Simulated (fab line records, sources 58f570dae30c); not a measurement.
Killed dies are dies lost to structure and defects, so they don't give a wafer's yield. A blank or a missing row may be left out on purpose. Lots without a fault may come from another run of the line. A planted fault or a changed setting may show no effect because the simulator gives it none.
Which tool did it? | flow berkeley_cmos170 | 14 lots, 42 wafers sampled, at 6 steps of a route of 331

WHAT THE GAUGES READ, wafer by wafer
UCB170_PWELL_OVL_MEAS_13.
lot  | measured    | on         | PWELL_OVL (nm)
L860 | day 3 13:09 | overlay-02 | 1 4 -3
L861 | day 3 13:26 | overlay-02 | -11 -18 -18
L864 | day 4 12:32 | overlay-02 | -9 -6 -7
L865 | day 4 16:23 | overlay-02 | -9 -10 5
L868 | day 5 04:28 | overlay-02 | -3 -3 -10
L869 | day 5 17:55 | overlay-02 | 3 3 0
L870 | day 5 18:07 | overlay-01 | 5 4 -1
L872 | day 6 02:45 | overlay-01 | 1 0 2
L876 | day 6 21:04 | overlay-02 | -2 -9 -6
L875 | day 6 21:20 | overlay-02 | -4 2 -6
L879 | day 7 17:34 | overlay-02 | -8 -7 -6
L880 | day 7 17:53 | overlay-02 | 0 -4 -2
L882 | day 8 00:16 | overlay-01 | -2 -6 8
L881 | day 8 00:40 | overlay-02 | -4 -4 -2

UCB170_PFIELD_TW_MEAS_09.
lot  | measured    | on            | PFIELD_TW
L860 | day 5 04:10 | film_metro-01 | 594 598 598
L861 | day 5 03:37 | film_metro-04 | 600 598 601
L864 | day 6 10:30 | film_metro-03 | 593 594 596
L865 | day 6 10:20 | film_metro-04 | 597 601 602
L868 | day 6 20:52 | film_metro-01 | 604 600 607
L869 | day 7 06:01 | film_metro-04 | 598 598 595
L870 | day 7 06:13 | film_metro-04 | 597 600 599
L872 | day 7 09:59 | film_metro-04 | 598 600 597
L876 | day 8 07:30 | film_metro-04 | 595 596 596
L875 | day 8 06:56 | film_metro-03 | 591 591 592
L879 | day 9 06:22 | film_metro-01 | 600 603 605
L880 | day 9 06:49 | film_metro-03 | 589 589 594
L882 | day 9 06:35 | film_metro-04 | 600 600 597
L881 | day 9 07:04 | film_metro-04 | 602 600 601

UCB170_NVT_OVL_MEAS_06.
lot  | measured     | on         | NVT_OVL (nm)
L860 | day 6 19:16  | overlay-01 | 6 -1 6
L861 | day 6 19:02  | overlay-01 | 3 7 3
L864 | day 7 21:12  | overlay-01 | -1 0 6
L865 | day 7 20:58  | overlay-02 | 8 5 6
L868 | day 8 06:34  | overlay-02 | -4 -10 -5
L869 | day 8 15:41  | overlay-01 | 0 0 5
L870 | day 8 16:03  | overlay-01 | 2 7 2
L872 | day 8 15:55  | overlay-02 | 2 0 0
L876 | day 9 17:30  | overlay-02 | - - -
L875 | day 9 17:34  | overlay-02 | - - -
L879 | day 10 18:07 | overlay-01 | -1 -3 9
L880 | day 10 17:06 | overlay-02 | 6 1 5
L882 | day 10 18:02 | overlay-02 | -4 4 -5
L881 | day 10 17:46 | overlay-02 | 0 -3 10

UCB170_PVT_TW_MEAS_09.
lot  | measured     | on            | PVT_TW
L860 | day 6 21:54  | film_metro-04 | 502 503 502
L861 | day 6 21:55  | film_metro-02 | 511 507 511
L864 | day 7 23:35  | film_metro-04 | 506 507 505
L865 | day 7 23:03  | film_metro-03 | 505 506 502
L868 | day 8 08:40  | film_metro-02 | 511 510 509
L869 | day 8 18:30  | film_metro-03 | 500 504 502
L870 | day 8 18:22  | film_metro-02 | 514 512 512
L872 | day 8 18:23  | film_metro-03 | 503 503 504
L876 | day 9 21:14  | film_metro-04 | 638 640 643 640 637 642
L875 | day 9 20:57  | film_metro-03 | 635 632 632 635 631 634
L879 | day 10 21:02 | film_metro-02 | 509 508 509
L880 | day 10 20:13 | film_metro-04 | 509 507 510
L882 | day 10 20:41 | film_metro-03 | 503 504 504
L881 | day 10 20:30 | film_metro-02 | 511 513 506

WHICH TOOL RAN EACH LOT (tool, then ch and the chambers of the sampled wafers, then the start)
lot  | UCB170_ACTIVE_STRIP_16              | UCB170_NVT_COAT_01
L860 | plasma_asher-02 ch 0,1, day 5 01:32 | litho_track-04 ch 0, day 6 18:10
L861 | plasma_asher-04 ch 0,1, day 5 01:29 | litho_track-01 ch 0, day 6 18:12
L864 | plasma_asher-02 ch 0,1, day 6 08:43 | litho_track-02 ch 0, day 7 20:10
L865 | plasma_asher-03 ch 0,1, day 6 08:28 | litho_track-04 ch 0, day 7 20:11
L868 | plasma_asher-04 ch 1, day 6 19:00   | litho_track-01 ch 0, day 8 05:34
L869 | plasma_asher-04 ch 0,1, day 7 02:52 | litho_track-04 ch 0, day 8 14:59
L870 | plasma_asher-02 ch 0,1, day 7 03:07 | litho_track-01 ch 0, day 8 15:04
L872 | plasma_asher-03 ch 0,1, day 7 08:05 | litho_track-02 ch 0, day 8 14:59
L876 | plasma_asher-02 ch 0,1, day 8 05:18 | litho_track-04, day 9 15:50
L875 | plasma_asher-03 ch 0,1, day 8 04:56 | litho_track-02, day 9 15:50
L879 | plasma_asher-02 ch 0,1, day 9 04:00 | litho_track-01 ch 0, day 10 16:35
L880 | plasma_asher-03 ch 0,1, day 9 04:22 | litho_track-02 ch 0, day 10 15:50
L882 | plasma_asher-04 ch 0,1, day 9 04:14 | litho_track-02 ch 0, day 10 16:18
L881 | plasma_asher-04 ch 0,1, day 9 04:57 | litho_track-04 ch 0, day 10 16:08
- UCB170_ACTIVE_STRIP_16: strips in O2.
- UCB170_NVT_COAT_01: resist thk 900 nm.

WHAT THE TOOLS THEMSELVES READ (means of the sampled wafers that have a number; where no wafer has one, the mark that the record gives instead)
UCB170_ACTIVE_STRIP_16.
lot  | tool            | drypump_motor_current_A (A) | oes_product_au (a.u.) | strip_time_to_endpoint_s (s)
L860 | plasma_asher-02 | 5.7                         | 0.723                 | 17.87
L861 | plasma_asher-04 | 5.9                         | 0.721                 | 18.13
L864 | plasma_asher-02 | 5.7                         | 0.725                 | 17.93
L865 | plasma_asher-03 | 6.0                         | 0.724                 | 18.11
L868 | plasma_asher-04 | 5.6                         | 0.717                 | 17.88
L869 | plasma_asher-04 | 5.9                         | 0.719                 | 18.00
L870 | plasma_asher-02 | 5.5                         | 0.721                 | 17.97
L872 | plasma_asher-03 | 6.0                         | 0.723                 | 17.92
L876 | plasma_asher-02 | 5.7                         | 0.722                 | 17.89
L875 | plasma_asher-03 | 5.9                         | 0.721                 | 17.95
L879 | plasma_asher-02 | 5.5                         | 0.724                 | 17.89
L880 | plasma_asher-03 | 6.2                         | 0.719                 | 18.01
L882 | plasma_asher-04 | 5.9                         | 0.723                 | 17.99
L881 | plasma_asher-04 | 6.2                         | 0.717                 | 18.01

UCB170_NVT_COAT_01.
lot  | tool           | chill_plate_temp_C (C) | dispense_pressure_kPa (kPa) | spin_speed_rpm (rpm)
L860 | litho_track-04 | 22.92                  | 51.9                        | 1500.1
L861 | litho_track-01 | 22.99                  | 45.8                        | 1501.6
L864 | litho_track-02 | 22.99                  | 50.5                        | 1499.3
L865 | litho_track-04 | 22.96                  | 51.9                        | 1499.5
L868 | litho_track-01 | 23.02                  | 45.8                        | 1501.4
L869 | litho_track-04 | 23.08                  | 51.8                        | 1500.1
L870 | litho_track-01 | 22.95                  | 45.8                        | 1499.1
L872 | litho_track-02 | 23.03                  | 50.5                        | 1500.2
L876 | litho_track-04 | -                      | -                           | -
L875 | litho_track-02 | -                      | -                           | -
L879 | litho_track-01 | 23.02                  | 45.8                        | 1500.2
L880 | litho_track-02 | 23.04                  | 50.6                        | 1499.3
L882 | litho_track-02 | 23.07                  | 50.5                        | 1501.1
L881 | litho_track-04 | 22.95                  | 51.8                        | 1500.3

THE ANSWER, worked out from the rows above alone
Rule: what is usual is taken from the lots themselves. Put in order of their means at a reading, lots are off if they are a third of the lots or fewer, leave a main group of 4 or more, and stand apart from it by a gap of 3 or more times the standard deviation of the main group's means; of several such gaps the widest counts. A main group whose means are all the same, to the digits that the tables above print for the reading, isn't used. A lot without any number at a reading at which 4 lots or more have one is off too. The other lots that the step has rows for count as sound. The gauges are gone through in route order, then the tools' own readings, and for those a lot's mean is taken as printed above. The first step at which some lot is off is used, and at that step the reading that is off furthest; a lot without a number counts as furthest.
Off: L876, L875, at UCB170_NVT_OVL_MEAS_06 (NVT_OVL). Without a number there: L876, L875. The main group: mean 2 nm, standard deviation 3.1.
A tool fits if, at a process step before that reading, it ran every lot that is off, and no sound lot after the first of them. The gauges at UCB170_NVT_OVL_MEAS_06 aren't tried: what is off there is off at UCB170_PVT_TW_MEAS_09 too, on other tools, and a gauge's error can't cause that. None of those tried fits.

WHAT THE SIMULATOR HAD PUT IN
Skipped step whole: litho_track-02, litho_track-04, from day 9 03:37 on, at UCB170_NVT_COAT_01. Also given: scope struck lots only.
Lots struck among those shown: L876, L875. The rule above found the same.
